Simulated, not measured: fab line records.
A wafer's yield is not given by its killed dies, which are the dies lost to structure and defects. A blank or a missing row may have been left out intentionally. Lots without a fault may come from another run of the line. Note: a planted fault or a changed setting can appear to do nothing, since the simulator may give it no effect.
What tool caused it? :: flow rit cmos :: 13 lots with 39 wafers sampled at 2 steps, on a route of 202 steps

== WHAT THE GAUGES READ, wafer by wafer ==
The record holds no reading of a measuring or inspecting step that can be judged against a usual standard deviation.

== WHICH TOOL RAN EACH LOT (tool, then ch and the chambers of the sampled wafers, then the start) ==
lot: L796
RIT_M1_STRIP_13: wet bench-04 ch 1, day 3 16:24
RIT_M1_PROBE_99: prober-01, day 3 18:32

lot: L800
RIT_M1_STRIP_13: wet bench-02 ch 1, day 4 14:56
RIT_M1_PROBE_99: prober-02, day 4 17:05

lot: L799
RIT_M1_STRIP_13: wet bench-04 ch 0, day 4 16:19
RIT_M1_PROBE_99: prober-01, day 4 18:41

lot: L801
RIT_M1_STRIP_13: wet bench-01 ch 2, day 4 18:11
RIT_M1_PROBE_99: prober-02, day 4 20:17

lot: L804
RIT_M1_STRIP_13: wet bench-02 ch 0, day 5 12:33
RIT_M1_PROBE_99: prober-01, day 5 14:38

lot: L806
RIT_M1_STRIP_13: wet bench-02 ch 3, day 5 19:26
RIT_M1_PROBE_99: prober-01, day 5 21:31

lot: L810
RIT_M1_STRIP_13: wet bench-02 ch 0, day 6 14:18
RIT_M1_PROBE_99: prober-01, day 6 16:23

lot: L811
RIT_M1_STRIP_13: wet bench-01 ch 1, day 6 16:56
RIT_M1_PROBE_99: prober-02, day 6 19:02

lot: L812
RIT_M1_STRIP_13: wet bench-02 ch 1, day 6 22:50
RIT_M1_PROBE_99: prober-01, day 7 00:59

lot: L813
RIT_M1_STRIP_13: wet bench-02 ch 1, day 7 07:50
RIT_M1_PROBE_99: prober-02, day 7 09:56

lot: L814
RIT_M1_STRIP_13: wet bench-02 ch 2, day 7 10:52
RIT_M1_PROBE_99: prober-01, day 7 13:02

lot: L815
RIT_M1_STRIP_13: wet bench-01 ch 3, day 7 16:14
RIT_M1_PROBE_99: prober-02, day 7 18:19

lot: L816
RIT_M1_STRIP_13: wet bench-04 ch 2, day 7 20:07
RIT_M1_PROBE_99: prober-01, day 7 22:16
- RIT_M1_STRIP_13: strips in nmp, time 600 s.
- RIT_M1_PROBE_99

== AS READ BY THE TOOLS THEMSELVES (means over the sampled wafers that have a number; for cases with no such wafer, the mark the record gives instead) ==
RIT_M1_PROBE_99. Usual: defect limited yield 97.1 %, standard deviation 1.2; killed_at_M0_to_M3 0.0, standard deviation 0.12; killed at contacts 0.1, standard deviation 0.31; killed at front end 8, standard deviation 3.1; killed dies 8, standard deviation 3.2; killed open 3.9, standard deviation 2.2; killed short 3.8, standard deviation 2.1; sort_bin_3_pad_short 0.1 %, standard deviation 0.23; sort_bin_5_function 1.7 %, standard deviation 0.86; sort_bin_6_memory 1.1 %, standard deviation 0.7; sort n pass 256, standard deviation 3.2; sort yield pct 97.1 %, standard deviation 1.2.
lot: L796
tool: prober-01
defect limited yield (%): 98.3
killed_at_M0_to_M3: 0.0
killed at contacts: 0.0
killed at front end: 4
killed dies: 4
killed open: 2.3
killed short: 2.0
sort_bin_3_pad_short (%): 0.0
sort_bin_5_function (%): 1.1
sort_bin_6_memory (%): 0.5
sort n pass: 260
sort yield pct (%): 98.3
flag: 

lot: L800
tool: prober-02
defect limited yield (%): 97.5
killed_at_M0_to_M3: 0.0
killed at contacts: 0.3
killed at front end: 6
killed dies: 7
killed open: 4.0
killed short: 2.7
sort_bin_3_pad_short (%): 0.1
sort_bin_5_function (%): 1.9
sort_bin_6_memory (%): 0.5
sort n pass: 257
sort yield pct (%): 97.5
flag: 

lot: L799
tool: prober-01
defect limited yield (%): 97.1
killed_at_M0_to_M3: 0.0
killed at contacts: 0.0
killed at front end: 8
killed dies: 8
killed open: 4.0
killed short: 3.7
sort_bin_3_pad_short (%): 0.3
sort_bin_5_function (%): 1.9
sort_bin_6_memory (%): 0.8
sort n pass: 256
sort yield pct (%): 97.1
flag: 

lot: L801
tool: prober-02
defect limited yield (%): 96.5
killed_at_M0_to_M3: 0.0
killed at contacts: 0.3
killed at front end: 9
killed dies: 9
killed open: 4.0
killed short: 5.3
sort_bin_3_pad_short (%): 0.3
sort_bin_5_function (%): 2.1
sort_bin_6_memory (%): 1.1
sort n pass: 255
sort yield pct (%): 96.5
flag: 

lot: L804
tool: prober-01
defect limited yield (%): 96.5
killed_at_M0_to_M3: 0.0
killed at contacts: 0.3
killed at front end: 9
killed dies: 9
killed open: 4.3
killed short: 5.0
sort_bin_3_pad_short (%): 0.1
sort_bin_5_function (%): 1.8
sort_bin_6_memory (%): 1.6
sort n pass: 255
sort yield pct (%): 96.5
flag: 

lot: L806
tool: prober-01
defect limited yield (%): 81.2
killed_at_M0_to_M3: 42.7
killed at contacts: 0.0
killed at front end: 7
killed dies: 50
killed open: 3.7
killed short: 3.3
sort_bin_3_pad_short (%): 4.8
sort_bin_5_function (%): 11.0
sort_bin_6_memory (%): 3.0
sort n pass: 214
sort yield pct (%): 81.2
flag: OFF

lot: L810
tool: prober-01
defect limited yield (%): 97.8
killed_at_M0_to_M3: 0.0
killed at contacts: 0.0
killed at front end: 6
killed dies: 6
killed open: 2.3
killed short: 3.3
sort_bin_3_pad_short (%): 0.0
sort_bin_5_function (%): 0.9
sort_bin_6_memory (%): 1.3
sort n pass: 258
sort yield pct (%): 97.8
flag: 

lot: L811
tool: prober-02
defect limited yield (%): 96.7
killed_at_M0_to_M3: 0.3
killed at contacts: 0.0
killed at front end: 8
killed dies: 9
killed open: 3.7
killed short: 5.0
sort_bin_3_pad_short (%): 0.0
sort_bin_5_function (%): 1.6
sort_bin_6_memory (%): 1.7
sort n pass: 255
sort yield pct (%): 96.7
flag: 

lot: L812
tool: prober-01
defect limited yield (%): 96.5
killed_at_M0_to_M3: 0.0
killed at contacts: 0.0
killed at front end: 9
killed dies: 9
killed open: 4.7
killed short: 4.7
sort_bin_3_pad_short (%): 0.3
sort_bin_5_function (%): 2.4
sort_bin_6_memory (%): 0.9
sort n pass: 255
sort yield pct (%): 96.5
flag: 

lot: L813
tool: prober-02
defect limited yield (%): 96.7
killed_at_M0_to_M3: 0.0
killed at contacts: 0.0
killed at front end: 9
killed dies: 9
killed open: 3.3
killed short: 5.3
sort_bin_3_pad_short (%): 0.1
sort_bin_5_function (%): 1.8
sort_bin_6_memory (%): 1.4
sort n pass: 255
sort yield pct (%): 96.7
flag: 

lot: L814
tool: prober-01
defect limited yield (%): 96.8
killed_at_M0_to_M3: 0.0
killed at contacts: 0.3
killed at front end: 8
killed dies: 8
killed open: 5.7
killed short: 2.7
sort_bin_3_pad_short (%): 0.3
sort_bin_5_function (%): 2.3
sort_bin_6_memory (%): 0.7
sort n pass: 256
sort yield pct (%): 96.8
flag: 

lot: L815
tool: prober-02
defect limited yield (%): 97.7
killed_at_M0_to_M3: 0.0
killed at contacts: 0.3
killed at front end: 6
killed dies: 6
killed open: 1.7
killed short: 4.3
sort_bin_3_pad_short (%): 0.1
sort_bin_5_function (%): 1.8
sort_bin_6_memory (%): 0.4
sort n pass: 258
sort yield pct (%): 97.7
flag: 

lot: L816
tool: prober-01
defect limited yield (%): 96.0
killed_at_M0_to_M3: 0.0
killed at contacts: 0.0
killed at front end: 11
killed dies: 11
killed open: 6.7
killed short: 4.0
sort_bin_3_pad_short (%): 0.1
sort_bin_5_function (%): 2.5
sort_bin_6_memory (%): 1.4
sort n pass: 253
sort yield pct (%): 96.0
flag: 

== THE ANSWER, worked out from the rows above alone ==
Rule: a lot is off if the mean of its wafers that have a number lies more than 3 standard deviations from the usual mean. A lot without any number at a reading at which 4 lots or more have one is off too. Any other lot the step has rows for is counted as sound. After the gauges, taken in route order, come the tools' own readings; for these a lot's mean is taken, as printed above. At the first step where some lot is off, the reading lying furthest off is the one used; lots without a number count as furthest.
Off: L806, at RIT_M1_PROBE_99 (killed_at_M0_to_M3).
If a tool, at that step or one of the process steps before it, ran each lot that is off and ran no sound lot following the first of them, it fits. Of those tried, none fits.

== WHAT HAD BEEN PUT IN BY THE SIMULATOR ==
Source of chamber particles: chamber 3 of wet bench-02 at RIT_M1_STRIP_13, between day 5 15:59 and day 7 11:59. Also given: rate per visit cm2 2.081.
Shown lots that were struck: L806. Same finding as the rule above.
